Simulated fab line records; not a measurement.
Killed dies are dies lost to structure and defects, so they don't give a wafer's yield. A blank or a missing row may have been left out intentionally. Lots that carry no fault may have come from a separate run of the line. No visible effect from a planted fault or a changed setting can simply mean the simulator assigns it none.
Code-filled problem report in 8D (eight disciplines) form -- flow berkeley cmos170 -- the parts of the form that need people (team, actions taken, sign-off) are left out

== 1. PROBLEM STATEMENT ==
Mean of run length s at UCB170_PSD_SOFTBAKE_02: 92.92 s across 6 wafers in 2 lots; on wafers with no fault it is 89.34 s (standard deviation 0.17). That puts it +21 standard deviations away from the usual mean.
The step: time 60 s.
Earliest sighting: wafer L532.1 on litho track-04 at day 11 13:34. Wafers with a number at this step in the record: 42, from 14 lots. By rule, "out" or "out of limits" means more than 4 standard deviations away from the usual mean. The rest of the wafers with a number are treated as sound.

== 2. WHAT THIS IS AND IS NOT ==
question,is,is not
which readings at this step,run length s,heater power total W
which lots,"L531, L532","L515, L518, L519, L520, L522, L523, L524, L526, L529, L536, L537, L538"
which wafers of those lots,all that have a number,-
read on which tools,litho track-04,"litho track-02, litho track-03"
when,from day 11 13:34,"up to then (27 sound wafers); but 9 sound wafers of L536, L537, L538 came after"

== 3. THE SUSPECTS, EACH WITH WHAT RULES IT OUT ==
Counting: a tool stays on the suspect list if, at a process step up to the reading, it processed all lots that are out and no sound lot following the first of them.
- litho track-04 at UCB170_PSD_SOFTBAKE_02 (time 60 s): kept. Every lot that is out went through it, starting with L532 (day 11 13:34), and after that it ran no sound lot; the last sound lot it ran before then is L524 (day 9 19:07). On those wafers its own readings are out: run length s.
Left after counting: litho track-04 at UCB170_PSD_SOFTBAKE_02.

== 4. THE CAUSE (what the simulator had put in) ==
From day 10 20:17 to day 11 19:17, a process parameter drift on litho track-04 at UCB170_PSD_SOFTBAKE_02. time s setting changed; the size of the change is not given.
This tool alone remained once counting was done.

== 5. SEQUENCE OF EFFECTS, ordered by route ==
Rows list readings where the struck wafers' mean (over those with a number) sits beyond 3 standard deviations from the usual. Scope: only readings with a usual standard deviation given in the record; hours: median across lots of the time from each lot's start at the first step in this table that gives one to its start at this step; sigmas: change in usual standard deviations.
hours,step,reading,usual,on struck wafers,change,sigmas
0,UCB170_PSD_SOFTBAKE_02,run length s,89.34 s,92.92,+3.58,+21
Its process steps:
- UCB170_PSD_SOFTBAKE_02: time 60 s.

== 6. HOW IT WOULD HAVE BEEN CAUGHT EARLIER ==
17 hours passed between the start of the fault at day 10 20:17 and the first reading out of limits in this record, taken at day 11 13:34.
